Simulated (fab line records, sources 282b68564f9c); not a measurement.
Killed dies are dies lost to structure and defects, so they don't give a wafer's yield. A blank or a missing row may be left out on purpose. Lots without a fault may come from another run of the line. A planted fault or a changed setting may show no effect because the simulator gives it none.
fab line records | flow rit_cmos
record lots=14 wafers=42 last_day=7
route steps=202 shown SDANNEAL@156 M1@202
lots that met no fault: from a run of the same line without faults
start_h: hours from the record's first day to the start of the lot's first wafer shown | wait_h: hours since the lot's step before | " the same as in the row above | L1.1+2: a row that stands for several wafers | - no value, or no start given | * or withheld: withheld | < > ~ a bound
route shown NAME@n: a module of which the file shows steps, and the number in the route of the first | usual: mean/standard deviation of fault-free wafers | same: alike in all rows | chamber/n: place in a boat | sites: the reading at each site | _std_site: their standard deviation | _edge_site: outer sites' mean less inner sites' | radius_mm: how far each site lies from the wafer's centre | mask NAME#n: copy n | behind: the tool/chamber that last shaped the wafer | hold: why the lot was held/for how many hours/how that ended | device: the transistor (n, p or np) that didn't switch | end of line: the same wafers' tests at the end of the route | a step without rows: its recipe alone | killed: dies lost to structure and defects at the first sort, not the wafer's yield | map: a wafer's dies, x killed, . not, _ none there
set.NAME: the setting as run; set.NAME@STEP: as run at that earlier step | model.NAME: the simulator's own value behind a step, which no gauge read
steps of the route over a sample of lots; a table a step, a row a wafer
services: from which hour (start_h, from the record's first day; less than 0 if before it) a tool's chamber was out of use, for how many hours, and why
## steps
# step RIT_SDANNEAL_RTA_03
# recipe temp_c=1050 time_s=5 idle_temp_c=600 ramp_up_c_per_s=342 ramp_down_c_per_s=171 cool_to_c=600 ambient=N2
# usual wafer_temp_C_max=1053.7/1.2
# same time_s=5
# columns lot.wafer tool chamber start_h wait_h wafer_temp_C_max
L925.4 rtp_anneal-01 0 55.62 0.0 1054.6
L925.5 " 0 " " 1053.2
L925.6 " 0 " " 1053.6
L926.4 rtp_anneal-02 0 61.69 0.0 1054.4
L926.5 " 0 " " 1054.7
L926.6 " 0 " " 1051.9
L929.1 rtp_anneal-01 0 75.80 0.0 1053.2
L929.2 " 0 " " 1053.0
L929.4 " 0 " " 1052.4
L930.1 rtp_anneal-02 0 80.60 0.0 1052.0
L930.2 " 0 " " 1053.4
L930.4 " 0 " " 1056.2
L931.3 rtp_anneal-01 0 87.06 0.0 1056.3
L931.5 " 0 " " 1052.3
L931.6 " 0 " " 1053.0
L931.3 rtp_anneal-01 0 87.29 0.2 1055.5
L931.5 " 0 " " 1051.5
L931.6 " 0 " " 1052.5
L932.3 rtp_anneal-02 0 93.76 0.0 1050.9
L932.5 " 0 " " 1053.7
L932.6 " 0 " " 1055.7
L933.2 rtp_anneal-01 0 97.71 0.0 1052.9
L933.4 " 0 " " 1052.5
L933.6 " 0 " " 1054.0
L934.2 rtp_anneal-02 0 101.06 0.0 1053.2
L934.5 " 0 " " 1053.4
L934.6 " 0 " " 1054.0
L936.1 rtp_anneal-02 0 110.36 0.0 1056.4
L936.2 " 0 " " 1052.3
L936.4 " 0 " " 1053.0
L936.1 rtp_anneal-02 0 110.58 0.2 1055.7
L936.2 " 0 " " 1056.1
L936.4 " 0 " " 1054.1
L943.3 rtp_anneal-01 0 145.44 0.0 1055.2
L943.4 " 0 " " 1053.1
L943.6 " 0 " " 1054.5
L945.2 rtp_anneal-01 0 151.21 0.0 1052.3
L945.4 " 0 " " 1053.9
L945.5 " 0 " " 1053.6
L946.2 rtp_anneal-02 0 158.51 0.0 1056.0
L946.5 " 0 " " 1052.9
L946.6 " 0 " " 1051.9
L947.1 rtp_anneal-01 0 162.53 0.0 1053.6
L947.3 " 0 " " 1055.0
L947.6 " 0 " " 1054.0
L948.2 rtp_anneal-02 0 169.61 0.0 1051.9
L948.5 " 0 " " 1054.4
L948.6 " 0 " " 1054.8
# step RIT_M1_PROBE_99
# usual killed_at_contacts=0.0/0.22 killed_at_front_end=6.6/3 killed_dies=6.6/3 killed_on_rim=1.8/1.4 killed_open=3.4/2 killed_short=3.2/2
# same gross_dies=264 killed_at_M0_to_M3=0 killed_at_M4_up=0 killed_at_back_side=0 killed_at_other=0
# columns lot.wafer tool chamber start_h wait_h killed_at_contacts killed_at_front_end killed_dies killed_on_rim killed_open killed_short
L929.1 prober-01 - 83.20 0.1 0 4 4 0 2 2
L929.2 prober-01 - 83.25 0.1 0 9 9 1 5 4
L929.4 prober-01 - 83.35 0.2 0 5 5 2 3 2
L930.1 prober-02 - 88.04 0.1 0 10 10 2 3 7
L930.2 prober-02 - 88.09 0.1 0 5 5 1 2 3
L930.4 prober-02 - 88.19 0.2 0 12 12 5 8 4
L931.3 prober-01 - 95.31 0.2 0 5 5 1 2 3
L931.5 prober-01 - 95.41 0.2 0 4 4 1 3 1
L931.6 prober-01 - 95.46 0.2 0 12 12 3 7 5
L932.3 prober-02 - 101.40 0.2 0 6 6 0 5 1
L932.5 prober-02 - 101.50 0.2 0 4 4 1 0 4
L932.6 prober-02 - 101.55 0.2 0 8 8 3 4 4
L934.2 prober-02 - 108.87 0.1 0 3 3 2 2 1
L934.5 prober-02 - 109.02 0.2 0 4 4 3 1 3
L934.6 prober-02 - 109.07 0.2 0 6 6 2 1 5
L936.1 prober-02 - 119.15 0.1 0 5 5 0 2 3
L936.2 prober-02 - 119.20 0.1 0 7 7 2 2 5
L936.4 prober-02 - 119.30 0.2 0 9 9 3 4 5
L946.2 prober-01 - 165.85 0.1 0 4 4 0 2 2
L946.5 prober-01 - 166.00 0.2 0 4 4 1 2 2
L946.6 prober-01 - 166.05 0.2 0 4 4 1 1 3
# killed by level:class
L929.1 GATE:geometric_particle:open=2 FOX1:geometric_particle:short=1 FOX2:geometric_particle:short=1
L929.2 GATE:geometric_particle:open=3 GATE:geometric_particle:short=2 SPACER:geometric_particle:open=2 FOX2:geometric_particle:short=1 REOX:geometric_particle:short=1
L929.4 GATE:geometric_particle:open=2 FOX2:geometric_particle:open=1 GATE:geometric_particle:short=1 REOX:geometric_particle:short=1
L930.1 GATE:geometric_particle:short=4 GATE:geometric_particle:open=2 FOX1:geometric_particle:open=1 FOX2:geometric_particle:short=1 SPACER:geometric_particle:short=1 SILICIDE:geometric_particle:short=1
L930.2 GATE:geometric_particle:short=2 FOX1:geometric_particle:short=1 GATE:geometric_particle:open=1 SILICIDE:geometric_particle:open=1
L930.4 REOX:geometric_particle:open=3 FOX1:geometric_particle:open=2 FOX1:geometric_particle:short=2 GATE:geometric_particle:short=1 GATE:geometric_particle:open=1 SPACER:geometric_particle:open=1 SPACER:geometric_particle:short=1 SILICIDE:geometric_particle:open=1
L931.3 GATE:geometric_particle:short=3 FOX1:geometric_particle:open=1 FOX2:geometric_particle:open=1
L931.5 FOX2:geometric_particle:open=1 GATE:geometric_particle:open=1 SPACER:geometric_particle:open=1 SILICIDE:geometric_particle:short=1
L931.6 FOX1:geometric_particle:open=3 GATE:geometric_particle:open=3 FOX1:geometric_particle:short=1 FOX2:geometric_particle:short=1 FOX2:geometric_particle:open=1 REOX:geometric_particle:short=1 SPACER:geometric_particle:short=1 SILICIDE:geometric_particle:short=1
L932.3 GATE:geometric_particle:open=3 GATE:geometric_particle:short=1 REOX:geometric_particle:open=1 SILICIDE:geometric_particle:open=1
L932.5 FOX1:geometric_particle:short=1 FOX2:geometric_particle:short=1 GATE:geometric_particle:short=1 SPACER:geometric_particle:short=1
L932.6 GATE:geometric_particle:open=3 FOX1:geometric_particle:short=2 GATE:geometric_particle:short=2 FOX1:geometric_particle:open=1
L934.2 GATE:geometric_particle:open=2 FOX1:geometric_particle:short=1
L934.5 GATE:geometric_particle:short=2 FOX2:geometric_particle:open=1 SPACER:geometric_particle:short=1
L934.6 FOX2:geometric_particle:short=2 FOX1:geometric_particle:short=1 GATE:geometric_particle:open=1 GATE:geometric_particle:short=1 REOX:geometric_particle:short=1
L936.1 FOX2:geometric_particle:open=1 GATE:geometric_particle:short=1 SPACER:geometric_particle:short=1 SILICIDE:geometric_particle:open=1 SILICIDE:geometric_particle:short=1
L936.2 GATE:geometric_particle:short=2 SPACER:geometric_particle:short=2 FOX2:geometric_particle:open=1 SPACER:geometric_particle:open=1 SILICIDE:geometric_particle:short=1
L936.4 GATE:geometric_particle:open=4 GATE:geometric_particle:short=2 SILICIDE:geometric_particle:short=2 REOX:geometric_particle:short=1
L946.2 FOX2:geometric_particle:short=1 GATE:geometric_particle:open=1 SILICIDE:geometric_particle:short=1 SILICIDE:geometric_particle:open=1
L946.5 FOX1:geometric_particle:open=1 FOX2:geometric_particle:short=1 GATE:geometric_particle:open=1 SPACER:geometric_particle:short=1
L946.6 GATE:geometric_particle:short=2 FOX2:geometric_particle:short=1 FOX2:geometric_particle:open=1
## services
# columns tool chamber start_h hours kind
rtp_anneal-02 - 52.06 4.7 pm
## key
first_sign step=RIT_SDANNEAL_RTA_03 reading=visit direction=added
effect none on later readings
met_at RIT_SDANNEAL_RTA_03
struck_lots L931,L936
tester_left_out L931,L936
fault kind=repeated_step_whole tool=rtp_anneal-01,rtp_anneal-02 chamber=- onset_h=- steps=RIT_SDANNEAL_RTA_03 times=1 scope=struck_lots_only
# tester_left_out: of these lots the tester's yield and bins aren't shown, on N5 and GAA mostly nor the transistor test; their killed dies are dies lost to structure and defects alone, not to doping, threshold or leakage, so they don't give the yield
